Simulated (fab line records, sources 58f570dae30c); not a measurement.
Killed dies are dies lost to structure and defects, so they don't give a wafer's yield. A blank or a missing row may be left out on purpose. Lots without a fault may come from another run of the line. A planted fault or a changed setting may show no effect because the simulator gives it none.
Which tool did it? | flow berkeley_cmos170 | 7 lots, 21 wafers sampled, at 1 step of a route of 331

WHAT THE GAUGES READ, wafer by wafer
UCB170_M1_OVL_MEAS_10.
lot  | measured     | on         | M1_OVL (nm)
L605 | day 8 10:30  | overlay-02 | -4 6 2
L607 | day 9 03:46  | overlay-01 | -2 10 9
L609 | day 10 06:17 | overlay-01 | -3 8 5
L618 | day 11 07:17 | overlay-01 | -1 8 6
L620 | day 11 20:18 | overlay-01 | -1 -3 3
L622 | day 12 05:34 | overlay-02 | 0 -9 -1
L624 | day 12 22:20 | overlay-02 | 4 -2 2

WHICH TOOL RAN EACH LOT (tool, then ch and the chambers of the sampled wafers, then the start)
The record holds no process step before these readings.

THE ANSWER, worked out from the rows above alone
Rule: what is usual is taken from the lots themselves. Put in order of their means at a reading, lots are off if they are a third of the lots or fewer, leave a main group of 4 or more, and stand apart from it by a gap of 3 or more times the standard deviation of the main group's means; of several such gaps the widest counts. A main group whose means are all the same, to the digits that the tables above print for the reading, isn't used. A lot without any number at a reading at which 4 lots or more have one is off too. The other lots that the step has rows for count as sound.
No lot is off at any reading shown: from this, nothing can be told.

WHAT THE SIMULATOR HAD PUT IN
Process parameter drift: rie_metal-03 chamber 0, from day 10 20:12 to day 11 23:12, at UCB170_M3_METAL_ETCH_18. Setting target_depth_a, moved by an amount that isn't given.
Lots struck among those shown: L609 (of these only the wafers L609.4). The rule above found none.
